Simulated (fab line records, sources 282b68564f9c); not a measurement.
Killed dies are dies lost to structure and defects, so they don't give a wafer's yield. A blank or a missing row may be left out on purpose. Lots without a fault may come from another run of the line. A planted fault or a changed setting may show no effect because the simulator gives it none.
A struck lot beside a sound one | flow rit_cmos | 31 steps out of a route of 202
Sound: wafers L566.3, L566.4, L566.6. Struck: wafer L586.2. (L586.1, L586.3 of the same lot were not struck and are left out.) The cause comes at the end.
At each step with rows: each side's tool, then ch and its chambers, then its first start. Under that, the readings that differ: sound wafers | struck wafers | difference of the means | sigmas: that difference in standard deviations of wafers without a fault.
alike: readings whose means differ by less than 2 such deviations, and words and numbers that are the same on both sides. not compared: withheld readings, readings that some wafer has no value for, bounds like >300 that may hide the same value, and numbers for which the record gives no deviation and whose values overlap.
The two part at a step that has a row with sigmas, a row that says differs or no value, or rows on one side only. Numbers that don't overlap but have no deviation are shown without sigmas and don't part them. A reading that every wafer of one side lacks parts them only if that side has two wafers or more.

first, 4 steps without rows for these wafers: RIT_CONTACT_SOFTBAKE_04 (time 60 s); RIT_CONTACT_EXPOSE_05 (exposes mask M11, target cd 1000 nm); RIT_CONTACT_PEB_06; RIT_CONTACT_DEVELOP_07 (develop time 120 s).
RIT_CONTACT_CD_MEAS_08: target cd 1000 nm.
  sound on cd_sem-01, day 3 05:19; struck on cd_sem-02, day 7 13:57
  alike: cd_nm
RIT_CONTACT_OVL_MEAS_09:
  sound on overlay-02, day 3 05:24; struck on overlay-01, day 7 14:04
  alike: CONTACT_OVL
then, 1 step without rows for these wafers: RIT_CONTACT_HARDBAKE_10 (time 60 s).
RIT_CONTACT_ETCH_11: etches SiO2 in CHF3/CF4/Ar, stops on TiSi2, target depth 480 nm, time 320 s.
  sound on rie_diel-02 ch 1,2,3, day 3 05:34; struck on rie_diel-04 ch 2, day 7 14:16
  alike: O2_flow_sccm, drypump_motor_current_A, mfc_ar_sccm, oes_product_au, throttle_valve_pct
  not compared: rf_hours_counter_h
RIT_CONTACT_STRIP_12: strips in O2, time 180 s.
  sound on plasma_asher-02 ch 0,1, day 3 05:50; struck on plasma_asher-03 ch 1, day 7 14:27
  reading                | sound | struck | difference                   | sigmas
  rf_hours_counter_h (h) | - - - | 53     | no value on the sound wafers |
  alike: drypump_motor_current_A
RIT_CONTACT_CD_MEAS_90: target cd 1000 nm.
  sound on cd_sem-01, day 3 05:59; struck on cd_sem-01, day 7 14:37
  alike: cd_nm
then, 2 steps without rows for these wafers: RIT_CONTACT_CLEAN_13 (cleans in SC1, time 600 s); RIT_CONTACT_CLEAN_14 (cleans in SC2, time 600 s).
RIT_M1_SPUTTER_00: material Al, target thk 400 nm, time 500 s.
  sound on pvd_sputter-01, day 3 06:35; struck on pvd_sputter-01, day 7 15:07
  reading              | sound             | struck | difference | sigmas
  substrate_temp_c (C) | 25.04 25.10 25.19 | 24.67  | -0.44      | -5
  alike: throttle_valve_pct
RIT_M1_RS_MEAS_01: measures by four-point-probe.
  sound on film_metro-04, day 3 06:55; struck on film_metro-04, day 7 15:25
  alike: M1_AL_RS
RIT_M1_THK_MEAS_02: measures by xrf.
  sound on film_metro-04, day 3 07:01; struck on film_metro-04, day 7 15:32
  alike: M1_AL_THK
then, 6 steps without rows for these wafers: RIT_M1_HMDS_03 (prime time 60 s); RIT_M1_COAT_04 (resist thk 1300 nm); RIT_M1_SOFTBAKE_05 (time 60 s); RIT_M1_EXPOSE_06 (exposes mask M12, target cd 2600 nm); RIT_M1_PEB_07; RIT_M1_DEVELOP_08 (develop time 68 s).
RIT_M1_CD_MEAS_09: target cd 2600 nm.
  sound on cd_sem-01, day 3 08:04; struck on cd_sem-02, day 7 16:35
  alike: cd_nm
RIT_M1_OVL_MEAS_10:
  sound on overlay-01, day 3 08:10; struck on overlay-02, day 7 16:43
  alike: M1_OVL
then, 1 step without rows for these wafers: RIT_M1_HARDBAKE_11 (time 120 s).
RIT_M1_METAL_ETCH_12: etches Al in Cl2/BCl3, stops on SiO2, time 165 s, target depth 600 nm.
  sound on rie_metal-01 ch 0,1, day 3 08:29; struck on rie_metal-04 ch 0, day 7 17:00
  reading                | sound             | struck | difference                   | sigmas
  bcl3_flow_sccm (sccm)  | 49.93 50.25 50.11 | 49.67  | -0.43                        | -3
  rf_hours_counter_h (h) | - - -             | 0      | no value on the sound wafers |
  alike: drypump_motor_current_A, oes_product_au, throttle_valve_pct
then, 1 step without rows for these wafers: RIT_M1_STRIP_13 (strips in nmp, time 600 s).
RIT_M1_STRIP_14: strips in O2, time 180 s.
  sound on plasma_asher-02 ch 0,1, day 3 08:50; struck on plasma_asher-02 ch 0, day 7 17:21
  reading                | sound | struck | difference                   | sigmas
  rf_hours_counter_h (h) | - - - | 47     | no value on the sound wafers |
  alike: drypump_motor_current_A
RIT_M1_CD_MEAS_90: target cd 2600 nm.
  sound on cd_sem-01, day 3 08:59; struck on cd_sem-02, day 7 17:31
  reading    | sound          | struck | difference | sigmas
  cd_nm (nm) | 2607 2602 2604 | 2596   | -8         | -2
then, 1 step without rows for these wafers: RIT_M1_ANNEAL_15 (time 1800 s).
RIT_M1_BOW_MEAS_16:
  sound on film_metro-03, day 3 10:36; struck on film_metro-04, day 7 19:08
  alike: M1_BOW
RIT_M1_PROBE_99:
  sound on prober-01, day 3 10:47; struck on prober-01, day 7 19:19
  reading                               | sound             | struck | difference | sigmas
  defect_limited_yield (%)              | 95.8 97.3 96.2    | 81.4   | -15.0      | -13
  killed_at_M0_to_M3                    | 0 0 0             | 39     | +39        |
  killed_dies                           | 11 7 10           | 49     | +40        | +13
  sort_bin_3_pad_short (%)              | 0.4 0 0.4         | 5.7    | +5.4       | +24
  sort_bin_5_function (%)               | 2.3 1.1 1.5       | 9.1    | +7.5       | +10
  sort_bin_6_memory (%)                 | 1.5 1.5 1.9       | 3.8    | +2.2       | +3
  sort_n_pass                           | 253 257 254       | 215    | -40        | -13
  sort_yield_pct (%)                    | 95.8 97.3 96.2    | 81.4   | -15.0      | -13
  model.etest.tester.sort_n_pass        | 253 257 254       | 215    | -40        |
  model.etest.tester.sort_yield_pct (%) | 95.83 97.35 96.21 | 81.44  | -15.02     |
  model.etest.tester.sort_bin_5_pct (%) | 2.273 1.136 1.515 | 9.091  | +7.450     |
  model.etest.tester.sort_bin_6_pct (%) | 1.515 1.515 1.894 | 3.788  | +2.147     |
  alike: killed_at_front_end, killed_open, killed_short

WHERE THEY PART
First at RIT_CONTACT_STRIP_12; last, within this record, at RIT_M1_PROBE_99.

WHY: what the simulator had put in
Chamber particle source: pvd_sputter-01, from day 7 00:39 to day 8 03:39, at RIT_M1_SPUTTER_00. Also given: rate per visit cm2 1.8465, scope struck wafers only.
